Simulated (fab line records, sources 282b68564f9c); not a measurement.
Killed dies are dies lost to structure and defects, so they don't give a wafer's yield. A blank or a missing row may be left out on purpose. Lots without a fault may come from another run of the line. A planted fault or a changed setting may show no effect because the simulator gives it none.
Which tool did it? | flow rit_cmos | 14 lots, 42 wafers sampled, at 5 steps of a route of 202

WHAT THE GAUGES READ, wafer by wafer
RIT_FOX1_THK_MEAS_01.
lot  | measured    | on            | FOX1_OXIDE_THK (nm)
L309 | day 2 03:50 | film_metro-03 | 341 342 343
L308 | day 2 03:50 | film_metro-04 | 349 354 347
L311 | day 2 18:08 | film_metro-04 | 352 351 355
L312 | day 2 22:17 | film_metro-03 | 349 347 342
L313 | day 3 04:58 | film_metro-03 | 347 349 344
L315 | day 3 12:14 | film_metro-04 | 332 336 328
L316 | day 3 17:07 | film_metro-02 | 350 345 351
L317 | day 3 20:22 | film_metro-04 | 343 344 350
L318 | day 4 02:41 | film_metro-04 | 351 349 359
L321 | day 4 16:40 | film_metro-04 | 349 343 343
L324 | day 5 06:13 | film_metro-03 | 347 349 348
L326 | day 5 17:23 | film_metro-04 | 360 359 354
L329 | day 6 08:40 | film_metro-04 | 348 351 349
L330 | day 6 13:23 | film_metro-03 | 356 355 351

RIT_NWELL_TW_MEAS_10.
lot  | measured    | on            | NWELL_TW
L309 | day 2 08:43 | film_metro-03 | 2132 2136 2135
L308 | day 2 08:58 | film_metro-01 | 2117 2110 2124
L311 | day 2 23:35 | film_metro-02 | 2120 2099 2120
L312 | day 3 06:13 | film_metro-02 | 2087 2095 2110
L313 | day 3 12:52 | film_metro-03 | 2173 2182 2193
L315 | day 3 16:29 | film_metro-02 | 2094 2098 2085
L316 | day 3 21:52 | film_metro-02 | 2097 2099 2105
L317 | day 4 03:13 | film_metro-01 | 2126 2123 2127
L318 | day 4 09:25 | film_metro-01 | 2104 2111 2116
L321 | day 4 20:56 | film_metro-03 | 2176 2181 2159
L324 | day 5 10:27 | film_metro-01 | 2122 2121 2106
L326 | day 5 21:19 | film_metro-03 | 2164 2183 2187
L329 | day 6 12:44 | film_metro-02 | 2100 2089 2121
L330 | day 6 18:41 | film_metro-01 | 2136 2133 2126

RIT_GATE_THK_MEAS_09.
lot  | measured    | on            | GATE_POLY_THK (nm)
L309 | day 3 08:39 | film_metro-04 | 247.5 248.8 248.1
L308 | day 3 08:40 | film_metro-01 | 254.0 250.9 252.0
L311 | day 3 17:14 | film_metro-04 | 252.7 252.9 254.5
L312 | day 4 02:11 | film_metro-02 | 246.3 247.6 243.2
L313 | day 4 05:12 | film_metro-02 | 250.3 249.4 251.7
L315 | day 4 07:17 | film_metro-02 | 251.3 251.5 249.3
L316 | day 4 14:24 | film_metro-01 | 249.0 249.1 251.0
L317 | day 4 17:17 | film_metro-02 | 244.7 247.5 246.3
L318 | day 4 22:58 | film_metro-02 | 249.0 248.7 249.8
L321 | day 5 10:43 | film_metro-04 | 306.8 306.4 305.2
L324 | day 6 00:28 | film_metro-02 | 306.5 305.0 306.6
L326 | day 6 11:28 | film_metro-02 | 249.0 250.1 250.1
L329 | day 7 06:11 | film_metro-04 | 249.6 249.2 248.6
L330 | day 7 10:58 | film_metro-02 | 253.6 251.7 252.1

WHICH TOOL RAN EACH LOT (tool, then ch and the chambers of the sampled wafers, then the start)
lot  | RIT_NWELL_STRIP_09                  | RIT_GATE_CVD_08
L309 | plasma_asher-01 ch 0,1, day 2 08:32 | lpcvd-02 ch 1, day 3 07:02
L308 | plasma_asher-02 ch 0,1, day 2 08:47 | lpcvd-02 ch 0, day 3 07:02
L311 | plasma_asher-03 ch 0, day 2 23:24   | lpcvd-01 ch 0, day 3 15:38
L312 | plasma_asher-02 ch 0,1, day 3 06:04 | lpcvd-02 ch 1, day 4 00:32
L313 | plasma_asher-03 ch 0,1, day 3 12:41 | lpcvd-02 ch 1, day 4 03:34
L315 | plasma_asher-01 ch 0,1, day 3 16:18 | lpcvd-01 ch 1, day 4 05:40
L316 | plasma_asher-02 ch 0,1, day 3 21:42 | lpcvd-01 ch 0, day 4 12:47
L317 | plasma_asher-03 ch 0,1, day 4 03:02 | lpcvd-02 ch 1, day 4 15:40
L318 | plasma_asher-02 ch 0,1, day 4 09:14 | lpcvd-02 ch 1, day 4 21:18
L321 | plasma_asher-02 ch 0,1, day 4 20:45 | lpcvd-01 ch 1, day 5 09:06
L324 | plasma_asher-01 ch 0,1, day 5 10:16 | lpcvd-01 ch 1, day 5 22:51
L326 | plasma_asher-02 ch 0,1, day 5 21:08 | lpcvd-02 ch 0, day 6 09:50
L329 | plasma_asher-02 ch 0,1, day 6 12:35 | lpcvd-02 ch 1, day 7 04:32
L330 | plasma_asher-03 ch 0,1, day 6 18:31 | lpcvd-02 ch 0, day 7 09:21
- RIT_NWELL_STRIP_09: strips in O2, time 180 s.
- RIT_GATE_CVD_08: deposits poly-Si from SiH4, target thk 250 nm, time 2220 s.

WHAT THE TOOLS THEMSELVES READ (means of the sampled wafers that have a number; where no wafer has one, the mark that the record gives instead)
RIT_NWELL_STRIP_09.
lot  | tool            | drypump_motor_current_A (A)
L309 | plasma_asher-01 | 5.66
L308 | plasma_asher-02 | 6.13
L311 | plasma_asher-03 | 5.66
L312 | plasma_asher-02 | 5.89
L313 | plasma_asher-03 | 5.87
L315 | plasma_asher-01 | 5.68
L316 | plasma_asher-02 | 5.88
L317 | plasma_asher-03 | 5.77
L318 | plasma_asher-02 | 5.92
L321 | plasma_asher-02 | 6.14
L324 | plasma_asher-01 | 5.68
L326 | plasma_asher-02 | 5.90
L329 | plasma_asher-02 | 6.10
L330 | plasma_asher-03 | 5.76

RIT_GATE_CVD_08.
lot  | tool     | pressure_mtorr (mTorr) | susceptor_temp_C (C) | zone_power_centre_pct (%)
L309 | lpcvd-02 | 299.4                  | 609.59               | 30.2
L308 | lpcvd-02 | 299.3                  | 610.18               | 24.0
L311 | lpcvd-01 | 299.5                  | 609.93               | 30.5
L312 | lpcvd-02 | 299.8                  | 610.38               | 30.5
L313 | lpcvd-02 | 300.0                  | 610.10               | 30.2
L315 | lpcvd-01 | 299.7                  | 609.75               | 24.5
L316 | lpcvd-01 | 298.8                  | 610.22               | 30.5
L317 | lpcvd-02 | 300.5                  | 609.89               | 30.2
L318 | lpcvd-02 | 299.2                  | 609.88               | 30.3
L321 | lpcvd-01 | 450.1                  | 610.07               | 24.5
L324 | lpcvd-01 | 449.8                  | 609.85               | 24.9
L326 | lpcvd-02 | 299.7                  | 610.03               | 23.9
L329 | lpcvd-02 | 299.7                  | 609.94               | 30.3
L330 | lpcvd-02 | 299.7                  | 609.96               | 23.8

THE ANSWER, worked out from the rows above alone
Rule: what is usual is taken from the lots themselves. Put in order of their means at a reading, lots are off if they are a third of the lots or fewer, leave a main group of 4 or more, and stand apart from it by a gap of 3 or more times the standard deviation of the main group's means; of several such gaps the widest counts. A main group whose means are all the same, to the digits that the tables above print for the reading, isn't used. A lot without any number at a reading at which 4 lots or more have one is off too. The other lots that the step has rows for count as sound. The gauges are gone through in route order, then the tools' own readings, and for those a lot's mean is taken as printed above. The first step at which some lot is off is used, and at that step the reading that is off furthest; a lot without a number counts as furthest.
Off: L321, L324, at RIT_GATE_THK_MEAS_09 (GATE_POLY_THK). The main group: mean 249.8 nm, standard deviation 2.3.
A tool fits if, at a process step before that reading, it ran every lot that is off, and no sound lot after the first of them. The gauges at RIT_GATE_THK_MEAS_09 aren't tried: what is off there is off at RIT_GATE_CVD_08 too, on other tools, and a gauge's error can't cause that. One fits: lpcvd-01 at RIT_GATE_CVD_08. Its last sound lot is L316 (day 4 12:47), its first lot that is off L321 (day 5 09:06): a fault that began between those two fits.
The tool's own readings at RIT_GATE_CVD_08 bear it out: on the lots that are off they differ by more than 5 times the standard deviation of the sound lots' means. pressure_mtorr reads 450.0 mTorr there against 299.6 mTorr on the sound lots.

WHAT THE SIMULATOR HAD PUT IN
Process parameter drift: lpcvd-01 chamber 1, from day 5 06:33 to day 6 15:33, at RIT_GATE_CVD_08. Setting pressure_mtorr, moved by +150, from 300. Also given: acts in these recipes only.
Lots struck among those shown: L321, L324. The rule above found the same.
